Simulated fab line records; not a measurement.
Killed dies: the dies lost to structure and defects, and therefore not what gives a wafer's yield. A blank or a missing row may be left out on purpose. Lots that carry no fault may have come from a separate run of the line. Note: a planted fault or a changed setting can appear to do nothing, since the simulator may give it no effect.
Check for tools in common    flow rit cmos    13 lots, 39 wafers sampled

WHY IT WAS OPENED
At RIT_GATE_THK_MEAS_09 the reading GATE_POLY_THK is flagged on 1 of 13 lots. Fault-free wafers read 250.1 nm, with a standard deviation of 2.2.
Rule: a lot gets a flag if all its wafers with a number sit over 4 standard deviations from that mean, or if no wafer of it has a number. As for the other lots, they are considered sound.

lot   measured     on             GATE_POLY_THK (nm), wafer by wafer  flag
L900  day 2 23:34  film metro-02  253.6 252.4 252.2                   
L901  day 3 03:44  film metro-02  252.7 249.9 251.6                   
L902  day 3 07:46  film metro-02  251.4 250.7 252.4                   
L903  day 3 12:04  film metro-01  250.2 250.0 250.9                   
L904  day 3 16:58  film metro-01  250.0 251.7 253.7                   
L905  day 3 22:30  film metro-04  250.6 251.3 250.5                   
L909  day 4 20:02  film metro-02  250.5 248.7 250.9                   
L911  day 5 05:26  film metro-04  249.1 248.4 248.6                   
L914  day 5 20:34  film metro-04  252.0 250.6 249.7                   
L918  day 6 15:41  film metro-01  195.2 195.3 197.5                   FLAGGED
L919  day 6 21:09  film metro-02  251.7 252.3 251.6                   
L920  day 7 02:22  film metro-01  249.2 248.8 248.9                   
L921  day 7 07:06  film metro-04  252.0 252.8 252.1                   
Average over the flagged lots: 196.0 nm; offset from the usual -54.1 nm, equal to -25 standard deviations.

WHICH TOOL EACH LOT WENT THROUGH
The record keeps 1 process step preceding the reading, out of 202 steps on the route. Each cell gives the tool, then ch followed by the chambers the sampled wafers passed through, then the start.
lot   flag     RIT_GATE_CVD_08
L900           lpcvd-02 ch 0, day 2 21:57
L901           lpcvd-02 ch 0, day 3 02:07
L902           lpcvd-01 ch 0, day 3 06:09
L903           lpcvd-02 ch 1, day 3 10:26
L904           lpcvd-01 ch 1, day 3 15:20
L905           lpcvd-02 ch 1, day 3 20:53
L909           lpcvd-01 ch 0, day 4 18:25
L911           lpcvd-02 ch 1, day 5 03:49
L914           lpcvd-02 ch 0, day 5 18:56
L918  FLAGGED  lpcvd-02 ch 1, day 6 14:04
L919           lpcvd-01 ch 1, day 6 19:31
L920           lpcvd-01 ch 0, day 7 00:44
L921           lpcvd-01 ch 0, day 7 05:28
What is done by these steps:
- RIT_GATE_CVD_08: deposits poly-Si from SiH4, target thk 250 nm, time 2220 s.
- RIT_GATE_THK_MEAS_09

FLAGGED AGAINST TOTAL, ONE TOOL AT A TIME (gauges that did the reading follow at the end)
step                  tool           lots run  flagged  share of the flagged lots  sound lots run after its first flagged lot
RIT_GATE_CVD_08       lpcvd-01       6         0        none                       -
RIT_GATE_CVD_08       lpcvd-02       7         1        all                        0
RIT_GATE_THK_MEAS_09  film metro-01  4         1        all                        1 (L920)
RIT_GATE_THK_MEAS_09  film metro-02  5         0        none                       -
RIT_GATE_THK_MEAS_09  film metro-04  4         0        none                       -

WHAT IS ALLOWED BY THE TABLE
In 2 table rows, all flagged lots were run: lpcvd-02 (RIT_GATE_CVD_08), film metro-01 (RIT_GATE_THK_MEAS_09).
- lpcvd-02 at RIT_GATE_CVD_08 ran 7 lots, 1 of them flagged. Last sound lot L914 at day 5 18:56, first flagged lot L918 at day 6 14:04; a fault beginning in between fits. Its own readings (spike tc centre C, spike tc source C) fall more than 4 standard deviations out on all wafers of the flagged lots.
- film metro-01 at RIT_GATE_THK_MEAS_09 ran 4 lots, 1 of them flagged. Lots that were sound ran on it after the first flagged one (L920); a persistent fault on the entire tool would not allow that.
Just one tool remains: lpcvd-02 at RIT_GATE_CVD_08.

WHAT THE SIMULATOR PUT IN
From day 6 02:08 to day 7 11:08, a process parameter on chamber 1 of lpcvd-02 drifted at RIT_GATE_CVD_08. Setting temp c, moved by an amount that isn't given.
Shown lots that were struck: L918. The rule given above showed the same thing.
